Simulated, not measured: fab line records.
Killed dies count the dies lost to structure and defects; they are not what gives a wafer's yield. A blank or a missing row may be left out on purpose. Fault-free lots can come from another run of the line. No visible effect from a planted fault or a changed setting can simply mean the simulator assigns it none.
Which tool was responsible?	flow rit-cmos	39 wafers from 13 lots sampled at 5 of the route's 202 steps

== WHAT THE GAUGES SHOWED, per wafer ==
RIT_ACTIVE_BOW_MEAS_00. Usual: INCOMING_BOW gives 0 um (standard deviation 6.8).
lot	measured	on	INCOMING_BOW (um)	flag
L634	day 1 10:02	film-metro-04	-4 -6 5	
L635	day 1 15:00	film-metro-04	-5 -4 -3	
L637	day 2 01:00	film-metro-04	-8 -2 2	
L638	day 2 06:01	film-metro-03	-8 -7 -12	
L639	day 2 11:02	film-metro-04	-20 9 -6	
L641	day 2 21:00	film-metro-03	-5 -5 3	
L644	day 3 12:00	film-metro-03	-5 -2 7	
L645	day 3 17:01	film-metro-01	-6 8 8	
L646	day 3 22:00	film-metro-03	9 -9 -4	
L649	day 4 13:01	film-metro-01	1 -13 -11	
L651	day 4 23:00	film-metro-03	9 2 3	
L654	day 5 14:00	film-metro-04	-3 0 6	
L656	day 6 00:00	film-metro-01	1 -7 4	

RIT_FOX1_THK_MEAS_01. Usual: FOX1_OXIDE_THK gives 349 nm (standard deviation 6.6).
lot	measured	on	FOX1_OXIDE_THK (nm)	flag
L634	day 1 18:20	film-metro-04	346 349 344	
L635	day 1 22:44	film-metro-01	335 338 340	
L637	day 2 10:02	film-metro-01	336 332 336	
L638	day 2 14:26	film-metro-04	337 337 344	
L639	day 2 20:05	film-metro-01	355 356 354	
L641	day 3 04:54	film-metro-02	356 350 354	
L644	day 3 21:52	film-metro-01	359 357 356	
L645	day 3 23:57	film-metro-02	353 343 351	
L646	day 4 04:56	film-metro-04	344 355 349	
L649	day 4 21:16	film-metro-02	348 353 354	
L651	day 5 07:22	film-metro-04	339 340 343	
L654	day 5 21:19	film-metro-02	352 353 357	
L656	day 6 07:49	film-metro-02	350 350 350	

RIT_NRETRO_TW_MEAS_10. Usual: NRETRO_TW gives 1052 (standard deviation 7.2).
lot	measured	on	NRETRO_TW	flag
L634	day 2 07:59	film-metro-03	1052 1050 1057	
L635	day 2 15:04	film-metro-03	1054 1054 1050	
L637	day 2 23:35	film-metro-04	1053 1049 1056	
L638	day 3 03:18	film-metro-01	1070 1063 1064	
L639	day 3 08:33	film-metro-03	1040 1045 1048	
L641	day 3 17:23	film-metro-01	1066 1065 1066	
L644	day 4 10:13	film-metro-03	1041 1034 1038	
L645	day 4 12:28	film-metro-04	1046 1044 1049	
L646	day 4 18:23	film-metro-04	1043 1048 1045	
L649	day 5 09:57	film-metro-04	1050 1047 1049	
L651	day 5 20:05	film-metro-04	1081 1080 1084	OFF
L654	day 6 09:56	film-metro-01	1053 1059 1059	
L656	day 6 21:10	film-metro-04	1051 1057 1046	

RIT_PRETRO_OVL_MEAS_06. Usual: PRETRO_OVL gives -0.1 nm (standard deviation 1.6).
lot	measured	on	PRETRO_OVL (nm)	flag
L634	day 2 09:05	overlay-02	0.3 1.4 0.4	
L635	day 2 16:06	overlay-02	0.9 0.1 0.4	
L637	day 3 00:40	overlay-01	1.5 1.3 2.1	
L638	day 3 04:34	overlay-02	-0.9 0.6 -2.3	
L639	day 3 09:29	overlay-02	-0.8 -0.9 -1.2	
L641	day 3 18:20	overlay-02	-1.8 -1.8 -0.8	
L644	day 4 11:09	overlay-01	1.4 0.8 -2.3	
L645	day 4 13:31	overlay-01	2.2 0.6 2.6	
L646	day 4 19:19	overlay-01	1.3 -2.3 -1.6	
L649	day 5 11:05	overlay-02	1.3 0.9 1.6	
L651	day 5 21:09	overlay-01	3.5 1.2 2.8	
L654	day 6 11:01	overlay-02	0.9 1.9 -2.7	
L656	day 6 22:33	overlay-02	-0.8 1.3 0.5	

== WHAT TOOL EACH LOT RAN ON (gives the tool, then ch and the chambers of the sampled wafers, and finally the start) ==
lot	RIT_NRETRO_IMPLANT_08
L634	implanter-03 ch 0, day 2 07:41
L635	implanter-02 ch 0, day 2 14:35
L637	implanter-02 ch 0, day 2 23:16
L638	implanter-02 ch 0, day 3 02:59
L639	implanter-02 ch 0, day 3 08:16
L641	implanter-02 ch 0, day 3 17:04
L644	implanter-01 ch 0, day 4 09:53
L645	implanter-01 ch 0, day 4 12:09
L646	implanter-02 ch 0, day 4 18:04
L649	implanter-02 ch 0, day 5 09:38
L651	implanter-02 ch 0, day 5 19:46
L654	implanter-01 ch 0, day 6 09:37
L656	implanter-01 ch 0, day 6 20:50
- RIT_NRETRO_IMPLANT_08

== AS READ BY THE TOOLS THEMSELVES (means over the sampled wafers that have a number; for cases with no such wafer, the mark the record gives instead) ==
RIT_NRETRO_IMPLANT_08. Usual: 69.998 for beam-energy-keV, sd 0.023.
lot	tool	beam-energy-keV	flag
L634	implanter-03	70.021	
L635	implanter-02	70.001	
L637	implanter-02	69.980	
L638	implanter-02	70.031	
L639	implanter-02	70.007	
L641	implanter-02	69.995	
L644	implanter-01	70.018	
L645	implanter-01	69.994	
L646	implanter-02	70.026	
L649	implanter-02	69.986	
L651	implanter-02	79.107	OFF
L654	implanter-01	69.973	
L656	implanter-01	69.979	

== THE ANSWER, worked out from the rows above alone ==
Rule: a lot counts as off when the mean over its wafers that have a number is more than 3 standard deviations away from the usual mean. Also off: a lot with no number at a reading for which 4 or more lots have one. All remaining lots with rows at the step are treated as sound. After the gauges, taken in route order, come the tools' own readings; for these a lot's mean is taken, as printed above. At the first step where some lot is off, the reading lying furthest off is the one used; lots without a number count as furthest.
Off: L651, seen at RIT_NRETRO_TW_MEAS_10 (NRETRO_TW).
A tool fits if, at a process step before that reading, it ran every lot that is off, and no sound lot after the first of them. Not tried: the gauges at RIT_NRETRO_TW_MEAS_10; whatever is off there is also off at RIT_NRETRO_IMPLANT_08, on other tools, and gauge error can't account for it. One candidate fits, namely implanter-02 at RIT_NRETRO_IMPLANT_08. A fault onset in the window from L649 (day 5 09:38, its last sound lot) to L651 (day 5 19:46, its first lot off) fits.
On the lots that are off, the tool's own readings at RIT_NRETRO_IMPLANT_08 differ by more than 5 times the standard deviation of the sound lots' means, which bears it out; beam-energy-keV reads 79.107 there versus 70.001 on the sound lots.

== WHAT HAD BEEN PUT IN BY THE SIMULATOR ==
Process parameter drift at RIT_NRETRO_IMPLANT_08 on implanter-02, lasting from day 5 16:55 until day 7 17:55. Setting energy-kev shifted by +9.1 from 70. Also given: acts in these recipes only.
Shown lots that were struck: L651. This agrees with what the rule above found.
